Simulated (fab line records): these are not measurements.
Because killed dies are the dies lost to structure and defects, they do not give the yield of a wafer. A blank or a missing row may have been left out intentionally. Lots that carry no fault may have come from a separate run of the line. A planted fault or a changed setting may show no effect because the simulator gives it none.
Comparing a struck lot with a sound one + flow berkeleyCmos170 + 29 out of 331 route steps
Sound: the wafers L703.2, L703.4, L703.5. Struck: wafers L714.1, L714.2, L714.3. The cause comes at the end.
At each step with rows: each side's tool, then ch and its chambers, then its first start. Under that, the readings that differ: sound wafers + struck wafers + difference of the means + sigmas: that difference in standard deviations of wafers without a fault.
alike: readings whose means differ by less than 2 such deviations, and words and numbers that are the same on both sides. not compared: withheld readings, readings that some wafer has no value for, bounds like >300 that may hide the same value, and numbers for which the record gives no deviation and whose values overlap.
Wherever a step has rows on one side only, a row that says differs or no value, or a row with sigmas, the two part there. Numbers that don't overlap but have no deviation are shown without sigmas and don't part them. A reading missing from all wafers of one side parts the sides only when that side holds two or more wafers.

UCB170_ACTIVE_THK_MEAS_03:
  sound on filmMetro-02, day 5 08:34; struck on filmMetro-03, day 7 22:03
  alike: ACTIVE_OXIDE_THK
then, 2 steps without rows for these wafers: UCB170_ACTIVE_ANNEAL_04 (time 900 s); UCB170_ACTIVE_CVD_05 (deposits Si3N4 from SiH2Cl2/NH3, target thk 220 nm, time 3300 s).
UCB170_ACTIVE_THK_MEAS_06:
  sound on filmMetro-02, day 5 13:40; struck on filmMetro-03, day 8 03:29
  alike: ACTIVE_NITRIDE_THK
then, 4 steps without rows for these wafers: UCB170_ACTIVE_HMDS_07 (prime time 60 s); UCB170_ACTIVE_COAT_08 (resist thk 900 nm); UCB170_ACTIVE_SOFTBAKE_09 (time 60 s); UCB170_ACTIVE_EXPOSE_10 (exposes mask ACTIVE, target cd 1200 nm).
UCB170_ACTIVE_PEB_11:
  sound on lithoTrack-04 ch 0, day 5 14:19; struck on lithoTrack-01 ch 0, day 8 05:05
  alike: exhaustPa, plateSensorTCentreC, plateSensorTEdgeC
then, 1 step without rows for these wafers: UCB170_ACTIVE_DEVELOP_12 (develop time 45 s).
UCB170_ACTIVE_CD_MEAS_13: target cd 1200 nm.
  sound on cdSem-01, day 5 14:35; struck on cdSem-02, day 8 05:21
  alike: cdNm
UCB170_ACTIVE_OVL_MEAS_14:
  sound on overlay-01, day 5 14:41; struck on overlay-01, day 8 05:28
  alike: ACTIVE_OVL
UCB170_ACTIVE_ETCH_15: etches Si3N4 in CH3F/Ar/O2, stops on SiO2, target depth 242 nm, time 151 s.
  sound on rieDiel-04 ch 2,3, day 5 14:43; struck on rieDiel-04 ch 0,2,3, day 8 05:31
| reading                                      | sound             | struck            | difference | sigmas |
|----------------------------------------------|-------------------|-------------------|------------|--------|
| oesProductAu (a.u.)                          | 0.943 0.928 0.921 | 0.901 0.895 0.889 | -0.036     | -2     |
| model.KrF_of_ACTIVE_COAT_08.thkNm (nm)       | 724.8 727.5 722.8 | 717.5 720.3 718.8 | -6.2       |        |
| model.SiO2_of_ACTIVE_OXIDATION_02.thkNm (nm) | 21.79 21.68 22.07 | 20.45 20 19.55    | -1.85      |        |
  alike: drypumpMotorCurrentA, throttleValvePct
  not compared: rfHoursCounterH
UCB170_ACTIVE_STRIP_16: strips in O2.
  sound on plasmaAsher-01 ch 1, day 5 14:49; struck on plasmaAsher-04 ch 0,1, day 8 05:37
  alike: drypumpMotorCurrentA, oesProductAu, stripTimeToEndpointS
  not compared: rfHoursCounterH
UCB170_ACTIVE_CD_MEAS_90: target cd 1200 nm.
  sound on cdSem-01, day 5 14:56; struck on cdSem-01, day 8 05:43
  alike: cdNm
then, 7 steps without rows for these wafers: UCB170_ACTIVE_CLEAN_17 (cleans in SPM, time 600 s); UCB170_PFIELD_HMDS_00 (prime time 60 s); UCB170_PFIELD_COAT_01 (resist thk 900 nm); UCB170_PFIELD_SOFTBAKE_02 (time 60 s); UCB170_PFIELD_EXPOSE_03 (exposes mask PFIELD, target cd 1500 nm); UCB170_PFIELD_PEB_04; UCB170_PFIELD_DEVELOP_05 (develop time 45 s).
UCB170_PFIELD_OVL_MEAS_06:
  sound on overlay-01, day 5 16:04; struck on overlay-02, day 8 07:04
| reading         | sound   | struck | difference | sigmas |
|-----------------|---------|--------|------------|--------|
| PFIELD_OVL (nm) | -7 -3 0 | 6 9 8  | +11        | +2     |
then, 1 step without rows for these wafers: UCB170_PFIELD_IMPLANT_07.
UCB170_PFIELD_STRIP_08: strips in O2.
  sound on plasmaAsher-01 ch 0,1, day 5 16:14; struck on plasmaAsher-02 ch 0,1, day 8 07:15
  alike: drypumpMotorCurrentA, oesProductAu, stripTimeToEndpointS
  not compared: rfHoursCounterH
UCB170_PFIELD_TW_MEAS_09:
  sound on filmMetro-04, day 5 16:21; struck on filmMetro-03, day 8 07:21
  alike: PFIELD_TW
UCB170_FIELD_CLEAN_00: cleans in dHF, time 7.5 s.
  sound on wetBench-01 ch 1, day 5 16:24; struck on wetBench-01 ch 3, day 8 07:25
| reading                                      | sound             | struck            | difference | sigmas |
|----------------------------------------------|-------------------|-------------------|------------|--------|
| model.SiO2_of_ACTIVE_OXIDATION_02.thkNm (nm) | 20.33 20.22 20.61 | 18.96 18.52 18.07 | -1.87      |        |
then, 2 steps without rows for these wafers: UCB170_FIELD_OXIDATION_01 (target thk 558.3 nm, ox time 7200 s); UCB170_M3_PROBE_99.

## WHERE THEY PART
Last at UCB170_PFIELD_OVL_MEAS_06 as far as this record goes, first at UCB170_ACTIVE_ETCH_15. Later steps at which nothing parts them and some readings are alike: UCB170_PFIELD_STRIP_08, UCB170_PFIELD_TW_MEAS_09.

WHY: what had been put in by the simulator
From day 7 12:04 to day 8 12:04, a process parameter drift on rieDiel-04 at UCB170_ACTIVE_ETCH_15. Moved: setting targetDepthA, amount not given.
